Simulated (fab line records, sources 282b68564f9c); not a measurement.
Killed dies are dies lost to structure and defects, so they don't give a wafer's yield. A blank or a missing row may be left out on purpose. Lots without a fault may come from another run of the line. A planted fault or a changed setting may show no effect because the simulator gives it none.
fab line records | flow rit_cmos
record lots=5 wafers=15 last_day=7
route steps=202 shown FOX2@27 NWELL@28 PWELL@39 WELLDRIVE@50 NRETRO@53 PRETRO@64 GATE@75
lots that met no fault: from a run of the same line without faults
start_h: hours from the record's first day to the start of the lot's first wafer shown | wait_h: hours since the lot's step before | " the same as in the row above | L1.1+2: a row that stands for several wafers | - no value, or no start given | * or withheld: withheld | < > ~ a bound
route shown NAME@n: a module of which the file shows steps, and the number in the route of the first | usual: mean/standard deviation of fault-free wafers | same: alike in all rows | chamber/n: place in a boat | sites: the reading at each site | _std_site: their standard deviation | _edge_site: outer sites' mean less inner sites' | radius_mm: how far each site lies from the wafer's centre | mask NAME#n: copy n | behind: the tool/chamber that last shaped the wafer | hold: why the lot was held/for how many hours/how that ended | device: the transistor (n, p or np) that didn't switch | end of line: the same wafers' tests at the end of the route | a step without rows: its recipe alone | killed: dies lost to structure and defects at the first sort, not the wafer's yield | map: a wafer's dies, x killed, . not, _ none there
set.NAME: the setting as run; set.NAME@STEP: as run at that earlier step | model.NAME: the simulator's own value behind a step, which no gauge read
lots at some steps of the route; a table a step, a row a wafer
services: from which hour (start_h, from the record's first day; less than 0 if before it) a tool's chamber was out of use, for how many hours, and why
## steps
# step RIT_FOX2_THK_MEAS_90
# recipe reads=SiO2_of_FOX2_OXIDATION_00
# usual FIELD_OXIDE_LEFT_1_THK=325/5.1
# columns lot.wafer tool chamber start_h wait_h FIELD_OXIDE_LEFT_1_THK[nm]
L080.1 film_metro-04 - 50.30 0.0 330
L080.2 " - " " 328
L080.5 " - " " 328
L083.4 film_metro-01 - 68.84 0.0 326
L083.5 " - " " 325
L083.6 " - " " 333
L093.1 film_metro-01 - 114.88 0.0 321
L093.3 " - " " 325
L093.5 " - " " 325
L095.1 film_metro-04 - 125.90 0.0 325
L095.3 " - " " 322
L095.5 " - " " 331
L097.2 film_metro-04 - 136.25 0.0 328
L097.3 " - " " 328
L097.6 " - " " 327
# step RIT_NWELL_HMDS_00
# recipe prime_time_s=60 prime_temp_c=140
# columns lot.wafer tool chamber start_h wait_h
L080.1+2+5 litho_track-02 0 50.36 0.1
L083.4+5+6 litho_track-04 0 68.95 0.1
L093.1+3+5 litho_track-01 0 114.94 0.1
L095.1+3+5 litho_track-02 0 125.96 0.1
L097.2+3+6 litho_track-04 0 136.32 0.1
# step RIT_NWELL_COAT_01
# recipe resist=NOVOLAK spin_rpm=2000 resist_thk_nm=1300
# columns lot.wafer tool chamber start_h wait_h
L080.1+2+5 litho_track-02 0 50.51 0.1
L083.4+5+6 litho_track-04 0 69.10 0.1
L093.1+3+5 litho_track-01 0 115.09 0.1
L095.1+3+5 litho_track-02 0 126.11 0.1
L097.2+3+6 litho_track-04 0 136.47 0.1
# step RIT_NWELL_SOFTBAKE_02
# recipe resist=NOVOLAK temp_c=90 time_s=58
# columns lot.wafer tool chamber start_h wait_h
L080.1+2+5 litho_track-02 0 50.66 0.1
L083.4+5+6 litho_track-04 0 69.25 0.1
L093.1+3+5 litho_track-01 0 115.24 0.1
L095.1+3+5 litho_track-02 0 126.26 0.1
L097.2+3+6 litho_track-04 0 136.62 0.1
# step RIT_NWELL_EXPOSE_03
# recipe mask_id=M2 na=0.57 target_cd_nm=43900 dose_mj=250
# columns lot.wafer tool chamber start_h wait_h mask
L080.1+2+5 iline_stepper-02 0 50.81 0.1 M2#0
L083.4+5+6 iline_stepper-02 0 69.50 0.2 M2#0
L093.1+3+5 iline_stepper-02 0 115.39 0.1 M2#0
L095.1+3+5 iline_stepper-02 0 126.41 0.1 M2#0
L097.2+3+6 iline_stepper-01 0 136.77 0.1 M2#0
# step RIT_NWELL_PEB_04
# recipe resist=NOVOLAK temp_c=withheld time_s=withheld
# columns lot.wafer tool chamber start_h wait_h
L080.1+2+5 litho_track-01 0 50.92 0.1
L083.4+5+6 litho_track-04 0 69.64 0.1
L093.1+3+5 litho_track-02 0 115.51 0.1
L095.1+3+5 litho_track-04 0 126.52 0.1
L097.2+3+6 litho_track-04 0 136.89 0.1
# step RIT_NWELL_DEVELOP_05
# recipe resist=NOVOLAK develop_time_s=68 dev_temp_c=23
# columns lot.wafer tool chamber start_h wait_h
L080.1+2+5 litho_track-01 0 - -
L083.4+5+6 litho_track-04 0 - -
L093.1+3+5 litho_track-02 0 - -
L095.1+3+5 litho_track-04 0 - -
L097.2+3+6 litho_track-04 0 - -
# step RIT_NWELL_OVL_MEAS_06
# usual NWELL_OVL=-0.1/1.4
# columns lot.wafer tool chamber start_h wait_h NWELL_OVL[nm]
L080.1 overlay-01 - 51.24 - -3.3
L080.2 " - " " -3.8
L080.5 " - " " -2.9
L083.4 overlay-01 - 69.89 - 0.6
L083.5 " - " " 0.2
L083.6 " - " " -0.7
L093.1 overlay-01 - 115.82 - -1.7
L093.3 " - " " 0.0
L093.5 " - " " -1.9
L095.1 overlay-01 - 126.84 - -0.2
L095.3 " - " " -0.7
L095.5 " - " " 1.7
L097.2 overlay-02 - 137.18 - 0.5
L097.3 " - " " 0.2
L097.6 " - " " -1.0
# step RIT_NWELL_HARDBAKE_07
# recipe resist=NOVOLAK temp_c=140 time_s=120
# columns lot.wafer tool chamber start_h wait_h
L080.1+2+5 litho_track-02 0 51.27 0.0
L083.4+5+6 litho_track-01 0 70.04 0.1
L093.1+3+5 litho_track-02 0 115.97 0.1
L095.1+3+5 litho_track-02 0 126.87 0.0
L097.2+3+6 litho_track-01 0 137.26 0.1
# step RIT_NWELL_IMPLANT_08
# recipe species=P energy_kev=170 dose_cm2=5e+13 tilt_deg=7
# columns lot.wafer tool chamber start_h wait_h
L080.1+2+5 implanter-01 0 51.52 0.2
L083.4+5+6 implanter-02 0 70.24 0.2
L093.1+3+5 implanter-01 0 116.22 0.2
L095.1+3+5 implanter-02 0 127.12 0.2
L097.2+3+6 implanter-02 0 137.49 0.2
# step RIT_NWELL_STRIP_09
# recipe chemistry=O2 time_s=180 resist=NOVOLAK platen_temp_c=withheld power_w=500 pressure_mtorr=4000 o2_flow_sccm=4000
# usual chamber_pressure_mTorr=4000/3.9 drypump_motor_current_A=5.8/0.56
# columns lot.wafer tool chamber start_h wait_h chamber_pressure_mTorr drypump_motor_current_A rf_hours_counter_h
L080.1 plasma_asher-01 0 51.67 0.1 3998 5.8 25
L080.2 " 1 " " 3997 5.1 25
L080.5 " 1 " " 4002 5.1 -
L083.4 plasma_asher-02 0 70.37 0.1 3996 5.6 -
L083.5 " 1 " " 4002 5.4 -
L083.6 " 0 " " 4001 5.6 -
L093.1 plasma_asher-04 0 116.37 0.1 4000 5.8 49
L093.3 " 1 " " 4003 6.9 -
L093.5 " 1 " " 3995 6.9 -
L095.1 plasma_asher-01 1 127.27 0.1 3993 5.1 34
L095.3 " 1 " " 4001 5.1 -
L095.5 " 1 " " 4000 5.1 -
L097.2 plasma_asher-04 1 137.61 0.1 3996 6.8 52
L097.3 " 1 " " 4004 6.8 -
L097.6 " 0 " " 3999 5.8 -
# step RIT_NWELL_TW_MEAS_10
# usual NWELL_TW=2163/18
# columns lot.wafer tool chamber start_h wait_h NWELL_TW
L080.1 film_metro-01 - 51.85 0.1 2174
L080.2 " - " " 2175
L080.5 " - " " 2160
L083.4 film_metro-02 - 70.52 0.1 2114
L083.5 " - " " 2134
L083.6 " - " " 2127
L093.1 film_metro-01 - 116.55 0.1 2168
L093.3 " - " " 2159
L093.5 " - " " 2150
L095.1 film_metro-04 - 127.45 0.1 2176
L095.3 " - " " 2171
L095.5 " - " " 2170
L097.2 film_metro-04 - 137.80 0.1 2171
L097.3 " - " " 2166
L097.6 " - " " 2172
# step RIT_PWELL_HMDS_00
# recipe prime_time_s=60 prime_temp_c=140
# columns lot.wafer tool chamber start_h wait_h
L080.1+2+5 litho_track-02 0 51.91 0.1
L083.4+5+6 litho_track-04 0 70.62 0.1
L093.1+3+5 litho_track-04 0 116.61 0.1
L095.1+3+5 litho_track-03 0 127.51 0.1
L097.2+3+6 litho_track-04 0 137.87 0.1
# step RIT_PWELL_COAT_01
# recipe resist=NOVOLAK spin_rpm=2000 resist_thk_nm=1300
# columns lot.wafer tool chamber start_h wait_h
L080.1+2+5 litho_track-02 0 52.06 0.1
L083.4+5+6 litho_track-04 0 70.77 0.1
L093.1+3+5 litho_track-04 0 116.76 0.1
L095.1+3+5 litho_track-03 0 127.66 0.1
L097.2+3+6 litho_track-04 0 138.02 0.1
# step RIT_PWELL_SOFTBAKE_02
# recipe resist=NOVOLAK temp_c=90 time_s=60
# columns lot.wafer tool chamber start_h wait_h
L080.1+2+5 litho_track-02 0 52.21 0.1
L083.4+5+6 litho_track-04 0 70.92 0.1
L093.1+3+5 litho_track-04 0 116.91 0.1
L095.1+3+5 litho_track-03 0 127.81 0.1
L097.2+3+6 litho_track-04 0 138.17 0.1
# step RIT_PWELL_EXPOSE_03
# recipe mask_id=M3 na=0.57 target_cd_nm=43700 dose_mj=250
# columns lot.wafer tool chamber start_h wait_h mask
L080.1+2+5 iline_stepper-01 0 52.48 0.2 M3#0
L083.4+5+6 iline_stepper-02 0 71.06 0.1 M3#0
L093.1+3+5 iline_stepper-01 0 117.06 0.1 M3#0
L095.1+3+5 iline_stepper-02 0 128.08 0.2 M3#0
L097.2+3+6 iline_stepper-02 0 138.32 0.1 M3#0
# step RIT_PWELL_PEB_04
# recipe resist=NOVOLAK temp_c=withheld time_s=withheld
# columns lot.wafer tool chamber start_h wait_h
L080.1+2+5 litho_track-02 0 52.60 0.1
L083.4+5+6 litho_track-02 0 71.19 0.1
L093.1+3+5 litho_track-04 0 117.17 0.1
L095.1+3+5 litho_track-02 0 128.20 0.1
L097.2+3+6 litho_track-03 0 138.44 0.1
# step RIT_PWELL_DEVELOP_05
# recipe resist=NOVOLAK develop_time_s=68 dev_temp_c=23
# columns lot.wafer tool chamber start_h wait_h
L080.1+2+5 litho_track-02 0 - -
L083.4+5+6 litho_track-02 0 - -
L093.1+3+5 litho_track-04 0 - -
L095.1+3+5 litho_track-02 0 - -
L097.2+3+6 litho_track-03 0 - -
# step RIT_PWELL_OVL_MEAS_06
# usual PWELL_OVL=-0.2/1.4
# columns lot.wafer tool chamber start_h wait_h PWELL_OVL[nm]
L080.1 overlay-02 - 52.91 - -0.9
L080.2 " - " " -1.6
L080.5 " - " " -2.2
L083.4 overlay-02 - 71.44 - -1.8
L083.5 " - " " -0.5
L083.6 " - " " 1.3
L093.1 overlay-02 - 117.49 - -1.0
L093.3 " - " " -2.1
L093.5 " - " " -0.8
L095.1 overlay-01 - 128.51 - -1.1
L095.3 " - " " -0.8
L095.5 " - " " -1.6
L097.2 overlay-01 - 138.73 - 0.1
L097.3 " - " " 0.4
L097.6 " - " " -0.1
# step RIT_PWELL_HARDBAKE_07
# recipe resist=NOVOLAK temp_c=140 time_s=120
# columns lot.wafer tool chamber start_h wait_h
L080.1+2+5 litho_track-02 0 52.95 0.0
L083.4+5+6 litho_track-04 0 71.59 0.1
L093.1+3+5 litho_track-03 0 117.52 0.0
L095.1+3+5 litho_track-02 0 128.55 0.0
L097.2+3+6 litho_track-04 0 138.81 0.1
# step RIT_PWELL_IMPLANT_08
# recipe species=B energy_kev=170 dose_cm2=6.948e+13 tilt_deg=7
# columns lot.wafer tool chamber start_h wait_h
L080.1+2+5 implanter-04 0 53.20 0.2
L083.4+5+6 implanter-04 0 71.79 0.2
L093.1+3+5 implanter-03 0 117.77 0.2
L095.1+3+5 implanter-02 0 128.80 0.2
L097.2+3+6 implanter-04 0 139.04 0.2
# step RIT_PWELL_STRIP_09
# recipe chemistry=O2 time_s=180 resist=NOVOLAK platen_temp_c=withheld power_w=500 pressure_mtorr=4000 o2_flow_sccm=4000
# usual chamber_pressure_mTorr=4000/3.7 drypump_motor_current_A=5.34/0.25
# columns lot.wafer tool chamber start_h wait_h chamber_pressure_mTorr drypump_motor_current_A rf_hours_counter_h
L080.1 plasma_asher-01 0 53.35 0.1 4007 5.83 25
L080.2 " 1 " " 4002 5.08 25
L080.5 " 1 " " 4004 5.09 -
L083.4 plasma_asher-01 1 71.92 0.1 3995 5.08 -
L083.5 " 0 " " 3994 5.82 -
L083.6 " 1 " " 3998 5.07 -
L093.1 plasma_asher-03 1 117.92 0.1 3997 5.11 0
L093.3 " 1 " " 4005 5.12 -
L093.5 " 0 " " 3992 5.15 -
L095.1 plasma_asher-03 0 128.95 0.1 4008 5.17 1
L095.3 " 0 " " 4002 5.14 -
L095.5 " 1 " " 3999 5.13 -
L097.2 plasma_asher-02 1 139.16 0.1 3996 5.43 49
L097.3 " 0 " " 4000 5.56 -
L097.6 " 0 " " 3997 5.58 -
# step RIT_PWELL_TW_MEAS_10
# usual PWELL_TW=955/9.8
# columns lot.wafer tool chamber start_h wait_h PWELL_TW
L080.1 film_metro-02 - 53.53 0.1 939
L080.2 " - " " 941
L080.5 " - " " 939
L083.4 film_metro-02 - 72.07 0.1 938
L083.5 " - " " 938
L083.6 " - " " 944
L093.1 film_metro-01 - 118.10 0.1 962
L093.3 " - " " 959
L093.5 " - " " 958
L095.1 film_metro-01 - 129.12 0.1 963
L095.3 " - " " 957
L095.5 " - " " 960
L097.2 film_metro-01 - 139.35 0.1 962
L097.3 " - " " 962
L097.6 " - " " 964
# step RIT_WELLDRIVE_ANNEAL_00
# recipe temp_c=1100 time_s=14700 ambient=N2
# usual spike_tc_centre_C=1102.9/1.9
# columns lot.wafer tool chamber start_h wait_h spike_tc_centre_C
L080.1 furnace-01 0 54.50 1.0 1105.6
L080.2 " 0 " " 1105.3
L080.5 " 0 " " 1105.9
L083.4 furnace-03 0 72.31 0.2 1104.0
L083.5 " 0 " " 1104.6
L083.6 " 0 " " 1104.7
L093.1 furnace-04 0 119.50 1.4 1099.9
L093.3 " 0 " " 1100.3
L093.5 " 0 " " 1100.1
L095.1 furnace-04 0 129.18 0.1 1099.7
L095.3 " 0 " " 1100.1
L095.5 " 0 " " 1100.2
L097.2 furnace-04 0 139.88 0.5 1101.7
L097.3 " 0 " " 1101.8
L097.6 " 0 " " 1099.0
# step RIT_WELLDRIVE_RS_MEAS_01
# recipe thk_meas_gauge=four-point-probe
# usual NWELL_RS=275.3/0.83
# columns lot.wafer tool chamber start_h wait_h NWELL_RS[ohm/sq]
L080.1 film_metro-02 - 59.59 0.0 275.0
L080.2 " - " " 275.2
L080.5 " - " " 275.3
L083.4 film_metro-02 - 77.46 0.1 276.4
L083.5 " - " " 275.4
L083.6 " - " " 275.7
L093.1 film_metro-04 - 124.59 0.0 275.9
L093.3 " - " " 276.4
L093.5 " - " " 276.1
L095.1 film_metro-04 - 134.27 0.0 273.8
L095.3 " - " " 274.5
L095.5 " - " " 274.7
L097.2 film_metro-04 - 144.99 0.0 276.1
L097.3 " - " " 276.3
L097.6 " - " " 276.2
# step RIT_WELLDRIVE_RS_MEAS_02
# recipe thk_meas_gauge=four-point-probe
# usual PWELL_RS=431.5/1.2
# columns lot.wafer tool chamber start_h wait_h PWELL_RS[ohm/sq]
L080.1 film_metro-02 - 59.71 0.1 432.8
L080.2 " - " " 431.2
L080.5 " - " " 431.7
L083.4 film_metro-02 - 77.58 0.1 432.8
L083.5 " - " " 431.2
L083.6 " - " " 431.2
L093.1 film_metro-04 - 124.71 0.1 432.5
L093.3 " - " " 432.2
L093.5 " - " " 433.4
L095.1 film_metro-04 - 134.39 0.1 432.2
L095.3 " - " " 431.3
L095.5 " - " " 431.5
L097.2 film_metro-04 - 145.11 0.1 430.5
L097.3 " - " " 431.4
L097.6 " - " " 431.0
# step RIT_NRETRO_HMDS_00
# recipe prime_time_s=60 prime_temp_c=140
# columns lot.wafer tool chamber start_h wait_h
L080.1+2+5 litho_track-01 0 59.90 0.2
L083.4+5+6 litho_track-04 0 77.71 0.1
L093.1+3+5 litho_track-03 0 124.83 0.1
L095.1+3+5 litho_track-04 0 134.51 0.1
L097.2+3+6 litho_track-04 0 145.23 0.1
# step RIT_NRETRO_COAT_01
# recipe resist=NOVOLAK spin_rpm=2000 resist_thk_nm=1300
# columns lot.wafer tool chamber start_h wait_h
L080.1+2+5 litho_track-01 0 60.05 0.1
L083.4+5+6 litho_track-04 0 77.86 0.1
L093.1+3+5 litho_track-03 0 124.98 0.1
L095.1+3+5 litho_track-04 0 134.66 0.1
L097.2+3+6 litho_track-04 0 145.38 0.1
# step RIT_NRETRO_SOFTBAKE_02
# recipe resist=NOVOLAK temp_c=90 time_s=60
# columns lot.wafer tool chamber start_h wait_h
L080.1+2+5 litho_track-01 0 60.20 0.1
L083.4+5+6 litho_track-04 0 78.01 0.1
L093.1+3+5 litho_track-03 0 125.13 0.1
L095.1+3+5 litho_track-04 0 134.81 0.1
L097.2+3+6 litho_track-04 0 145.53 0.1
# step RIT_NRETRO_EXPOSE_03
# recipe mask_id=M4 na=0.57 target_cd_nm=43900 dose_mj=250
# columns lot.wafer tool chamber start_h wait_h mask
L080.1+2+5 iline_stepper-02 0 60.48 0.2 M4#0
L083.4+5+6 iline_stepper-01 0 78.27 0.2 M4#0
L093.1+3+5 iline_stepper-01 0 125.40 0.2 M4#0
L095.1+3+5 iline_stepper-02 0 134.96 0.1 M4#0
L097.2+3+6 iline_stepper-02 0 145.80 0.2 M4#0
# step RIT_NRETRO_PEB_04
# recipe resist=NOVOLAK temp_c=withheld time_s=withheld
# columns lot.wafer tool chamber start_h wait_h
L080.1+2+5 litho_track-03 0 60.59 0.1
L083.4+5+6 litho_track-03 0 78.40 0.1
L093.1+3+5 litho_track-01 0 125.52 0.1
L095.1+3+5 litho_track-01 0 135.07 0.1
L097.2+3+6 litho_track-03 0 145.92 0.1
# step RIT_NRETRO_DEVELOP_05
# recipe resist=NOVOLAK develop_time_s=68 dev_temp_c=23
# columns lot.wafer tool chamber start_h wait_h
L080.1+2+5 litho_track-03 0 - -
L083.4+5+6 litho_track-03 0 - -
L093.1+3+5 litho_track-01 0 - -
L095.1+3+5 litho_track-01 0 - -
L097.2+3+6 litho_track-03 0 - -
# step RIT_NRETRO_OVL_MEAS_06
# usual NRETRO_OVL=0.8/1.3
# columns lot.wafer tool chamber start_h wait_h NRETRO_OVL[nm]
L080.1 overlay-01 - 60.91 - 0.0
L080.2 " - " " 1.7
L080.5 " - " " 0.5
L083.4 overlay-02 - 78.66 - -0.8
L083.5 " - " " -1.6
L083.6 " - " " -0.6
L093.1 overlay-02 - 125.83 - -0.5
L093.3 " - " " 1.0
L093.5 " - " " 1.3
L095.1 overlay-02 - 135.39 - 2.6
L095.3 " - " " -0.3
L095.5 " - " " 1.6
L097.2 overlay-01 - 146.22 - 1.1
L097.3 " - " " -0.2
L097.6 " - " " -1.1
# step RIT_NRETRO_HARDBAKE_07
# recipe resist=NOVOLAK temp_c=140 time_s=120
# columns lot.wafer tool chamber start_h wait_h
L080.1+2+5 litho_track-01 0 60.94 0.0
L083.4+5+6 litho_track-04 0 78.80 0.1
L093.1+3+5 litho_track-01 0 125.87 0.0
L095.1+3+5 litho_track-01 0 135.42 0.0
L097.2+3+6 litho_track-01 0 146.29 0.1
# step RIT_NRETRO_IMPLANT_08
# recipe species=P energy_kev=70.94 dose_cm2=1e+13 tilt_deg=7
# columns lot.wafer tool chamber start_h wait_h
L080.1+2+5 implanter-04 0 61.19 0.2
L083.4+5+6 implanter-01 0 79.00 0.2
L093.1+3+5 implanter-01 0 126.12 0.2
L095.1+3+5 implanter-01 0 135.67 0.2
L097.2+3+6 implanter-04 0 146.52 0.2
# step RIT_NRETRO_STRIP_09
# recipe chemistry=O2 time_s=180 resist=NOVOLAK platen_temp_c=withheld power_w=500 pressure_mtorr=4000 o2_flow_sccm=4000
# usual chamber_pressure_mTorr=4000/3.7 drypump_motor_current_A=5.7/0.63
# columns lot.wafer tool chamber start_h wait_h chamber_pressure_mTorr drypump_motor_current_A rf_hours_counter_h
L080.1 plasma_asher-03 1 61.34 0.1 4001 5.1 42
L080.2 " 0 " " 4001 5.1 42
L080.5 " 0 " " 4000 5.1 -
L083.4 plasma_asher-01 0 79.14 0.1 3997 5.8 -
L083.5 " 0 " " 4002 5.8 -
L083.6 " 1 " " 3997 5.1 -
L093.1 plasma_asher-01 1 126.27 0.1 4003 5.1 33
L093.3 " 0 " " 4000 5.8 -
L093.5 " 1 " " 3992 5.1 -
L095.1 plasma_asher-01 1 135.82 0.1 4000 5.1 35
L095.3 " 1 " " 3998 5.1 -
L095.5 " 1 " " 3999 5.1 -
L097.2 plasma_asher-01 1 146.65 0.1 4002 5.1 36
L097.3 " 0 " " 4000 5.8 -
L097.6 " 0 " " 3999 5.8 -
# step RIT_NRETRO_TW_MEAS_10
# usual NRETRO_TW=1058/9.5
# columns lot.wafer tool chamber start_h wait_h NRETRO_TW
L080.1 film_metro-02 - 61.52 0.1 1043
L080.2 " - " " 1046
L080.5 " - " " 1043
L083.4 film_metro-03 - 79.28 0.1 1061
L083.5 " - " " 1061
L083.6 " - " " 1058
L093.1 film_metro-02 - 126.44 0.1 1053
L093.3 " - " " 1053
L093.5 " - " " 1052
L095.1 film_metro-02 - 136.00 0.1 1047
L095.3 " - " " 1054
L095.5 " - " " 1049
L097.2 film_metro-03 - 146.83 0.1 1060
L097.3 " - " " 1066
L097.6 " - " " 1070
# step RIT_PRETRO_HMDS_00
# recipe prime_time_s=60 prime_temp_c=140
# columns lot.wafer tool chamber start_h wait_h
L080.1+2+5 litho_track-02 0 61.58 0.1
L083.4+5+6 litho_track-02 0 79.39 0.1
L093.1+3+5 litho_track-01 0 126.50 0.1
L095.1+3+5 litho_track-02 0 136.06 0.1
L097.2+3+6 litho_track-03 0 146.91 0.1
# step RIT_PRETRO_COAT_01
# recipe resist=NOVOLAK spin_rpm=2000 resist_thk_nm=1300
# columns lot.wafer tool chamber start_h wait_h
L080.1+2+5 litho_track-02 0 61.73 0.1
L083.4+5+6 litho_track-02 0 79.54 0.1
L093.1+3+5 litho_track-01 0 126.65 0.1
L095.1+3+5 litho_track-02 0 136.21 0.1
L097.2+3+6 litho_track-03 0 147.06 0.1
# step RIT_PRETRO_SOFTBAKE_02
# recipe resist=NOVOLAK temp_c=90 time_s=60
# columns lot.wafer tool chamber start_h wait_h
L080.1+2+5 litho_track-02 0 61.88 0.1
L083.4+5+6 litho_track-02 0 79.69 0.1
L093.1+3+5 litho_track-01 0 126.80 0.1
L095.1+3+5 litho_track-02 0 136.36 0.1
L097.2+3+6 litho_track-03 0 147.21 0.1
# step RIT_PRETRO_EXPOSE_03
# recipe mask_id=M5 na=0.57 target_cd_nm=43700 dose_mj=250
# columns lot.wafer tool chamber start_h wait_h mask
L080.1+2+5 iline_stepper-02 0 62.15 0.2 M5#0
L083.4+5+6 iline_stepper-02 0 79.82 0.1 M5#0
L093.1+3+5 iline_stepper-01 0 126.95 0.1 M5#0
L095.1+3+5 iline_stepper-02 0 136.63 0.2 M5#0
L097.2+3+6 iline_stepper-01 0 147.48 0.2 M5#0
# step RIT_PRETRO_PEB_04
# recipe resist=NOVOLAK temp_c=withheld time_s=withheld
# columns lot.wafer tool chamber start_h wait_h
L080.1+2+5 litho_track-02 0 62.27 0.1
L083.4+5+6 litho_track-02 0 79.95 0.1
L093.1+3+5 litho_track-03 0 127.07 0.1
L095.1+3+5 litho_track-01 0 136.75 0.1
L097.2+3+6 litho_track-01 0 147.60 0.1
# step RIT_PRETRO_DEVELOP_05
# recipe resist=NOVOLAK develop_time_s=66.59 dev_temp_c=23
# columns lot.wafer tool chamber start_h wait_h
L080.1+2+5 litho_track-02 0 - -
L083.4+5+6 litho_track-02 0 - -
L093.1+3+5 litho_track-03 0 - -
L095.1+3+5 litho_track-01 0 - -
L097.2+3+6 litho_track-01 0 - -
# step RIT_PRETRO_OVL_MEAS_06
# usual PRETRO_OVL=0.7/1.4
# columns lot.wafer tool chamber start_h wait_h PRETRO_OVL[nm]
L080.1 overlay-01 - 62.58 - -2.0
L080.2 " - " " -1.2
L080.5 " - " " -3.0
L083.4 overlay-01 - 80.21 - 0.0
L083.5 " - " " -0.2
L083.6 " - " " -0.5
L093.1 overlay-02 - 127.38 - 0.2
L093.3 " - " " 1.7
L093.5 " - " " 0.8
L095.1 overlay-01 - 137.06 - 0.3
L095.3 " - " " 1.1
L095.5 " - " " 0.5
L097.2 overlay-02 - 147.89 - -0.7
L097.3 " - " " 1.1
L097.6 " - " " 1.4
# step RIT_PRETRO_HARDBAKE_07
# recipe resist=NOVOLAK temp_c=140 time_s=120
# columns lot.wafer tool chamber start_h wait_h
L080.1+2+5 litho_track-01 0 62.62 0.0
L083.4+5+6 litho_track-01 0 80.35 0.1
L093.1+3+5 litho_track-01 0 127.42 0.0
L095.1+3+5 litho_track-02 0 137.10 0.0
L097.2+3+6 litho_track-03 0 147.97 0.1
# step RIT_PRETRO_IMPLANT_08
# recipe species=B energy_kev=45 dose_cm2=1.2e+13 tilt_deg=7
# columns lot.wafer tool chamber start_h wait_h
L080.1+2+5 implanter-04 0 62.87 0.2
L083.4+5+6 implanter-01 0 80.55 0.2
L093.1+3+5 implanter-04 0 127.67 0.2
L095.1+3+5 implanter-01 0 137.35 0.2
L097.2+3+6 implanter-01 0 148.20 0.2
# step RIT_PRETRO_STRIP_09
# recipe chemistry=O2 time_s=180 resist=NOVOLAK platen_temp_c=withheld power_w=500 pressure_mtorr=4000 o2_flow_sccm=4000
# usual chamber_pressure_mTorr=4000/3.6 drypump_motor_current_A=5.9/0.66
# columns lot.wafer tool chamber start_h wait_h chamber_pressure_mTorr drypump_motor_current_A rf_hours_counter_h
L080.1 plasma_asher-04 1 63.02 0.1 4005 6.9 43
L080.2 " 0 " " 4005 5.8 43
L080.5 " 1 " " 4006 6.9 -
L083.4 plasma_asher-02 0 80.69 0.1 4000 5.6 -
L083.5 " 1 " " 4011 5.4 -
L083.6 " 0 " " 4008 5.6 -
L093.1 plasma_asher-03 1 127.82 0.1 4001 5.1 1
L093.3 " 1 " " 4005 5.1 -
L093.5 " 0 " " 3993 5.2 -
L095.1 plasma_asher-02 0 137.50 0.1 4003 5.6 49
L095.3 " 1 " " 4002 5.4 -
L095.5 " 0 " " 4002 5.6 -
L097.2 plasma_asher-04 0 148.32 0.1 4004 5.8 53
L097.3 " 1 " " 4005 6.9 -
L097.6 " 1 " " 3996 6.9 -
# step RIT_PRETRO_TW_MEAS_10
# usual PRETRO_TW=477/3.9
# columns lot.wafer tool chamber start_h wait_h PRETRO_TW
L080.1 film_metro-01 - 63.19 0.1 483
L080.2 " - " " 482
L080.5 " - " " 480
L083.4 film_metro-01 - 80.83 0.1 481
L083.5 " - " " 481
L083.6 " - " " 481
L093.1 film_metro-02 - 127.99 0.1 473
L093.3 " - " " 475
L093.5 " - " " 472
L095.1 film_metro-01 - 137.67 0.1 482
L095.3 " - " " 481
L095.5 " - " " 481
L097.2 film_metro-03 - 148.51 0.1 478
L097.3 " - " " 479
L097.6 " - " " 482
# step RIT_GATE_WET_ETCH_00
# recipe chemistry=BOE target=SiO2 target_depth_nm=56 time_s=60 dry=n2_spin dilution=10:1 temp_c=21.5
# usual bath_heat_duty_pct=1.8/0.38
# columns lot.wafer tool chamber start_h wait_h bath_heat_duty_pct
L080.1 wet_bench-01 1 63.25 0.1 1.0
L080.2 " 1 " " 1.2
L080.5 " 1 " " 1.0
L083.4 wet_bench-03 1 80.86 0.0 2.2
L083.5 " 1 " " 1.9
L083.6 " 1 " " 1.8
L093.1 wet_bench-03 2 128.05 0.1 2.2
L093.3 " 2 " " 2.5
L093.5 " 2 " " 2.3
L095.1 wet_bench-03 2 137.73 0.1 2.0
L095.3 " 2 " " 2.0
L095.5 " 2 " " 2.0
L097.2 wet_bench-04 3 148.56 0.0 1.2
L097.3 " 3 " " 2.2
L097.6 " 3 " " 2.1
# step RIT_GATE_CLEAN_01
# recipe chemistry=SC1 mix=3:3:50 time_s=600 temp_c=75
# usual bath_heat_duty_pct=15.9/1.6
# columns lot.wafer tool chamber start_h wait_h bath_heat_duty_pct
L080.1 wet_bench-03 0 63.30 0.0 16.8
L080.2 " 0 " " 18.0
L080.5 " 0 " " 13.9
L083.4 wet_bench-04 0 80.89 0.0 13.2
L083.5 " 0 " " 13.0
L083.6 " 0 " " 12.7
L093.1 wet_bench-01 2 128.08 0.0 15.0
L093.3 " 2 " " 15.2
L093.5 " 2 " " 14.4
L095.1 wet_bench-01 2 137.76 0.0 15.5
L095.3 " 2 " " 15.4
L095.5 " 2 " " 15.3
L097.2 wet_bench-01 2 148.61 0.0 13.9
L097.3 " 2 " " 14.9
L097.6 " 2 " " 16.2
# step RIT_GATE_CLEAN_02
# recipe chemistry=dHF dilution=50:1 time_s=30
# columns lot.wafer tool chamber start_h wait_h
L080.1+2+5 wet_bench-04 0 63.48 0.0
L083.4+5+6 wet_bench-03 2 81.07 0.0
L093.1+3+5 wet_bench-04 3 128.29 0.0
L095.1+3+5 wet_bench-04 0 137.95 0.0
L097.2+3+6 wet_bench-03 0 148.80 0.0
## services
# columns tool chamber start_h hours kind
implanter-01 - 28.41 5.5 pm
plasma_asher-01 - 40.98 2.3 repair
plasma_asher-02 - 41.58 7.8 repair
implanter-01 - 105.08 2.3 pm
plasma_asher-03 - 108.75 9.0 pm
plasma_asher-03 0 108.75 9.0 vent_cycle
plasma_asher-03 1 108.75 9.0 vent_cycle
plasma_asher-02 - 109.58 2.8 pm
plasma_asher-03 0 117.75 - clean
plasma_asher-03 1 117.75 - clean
iline_stepper-02 0 129.58 - calibration
## key
fault none
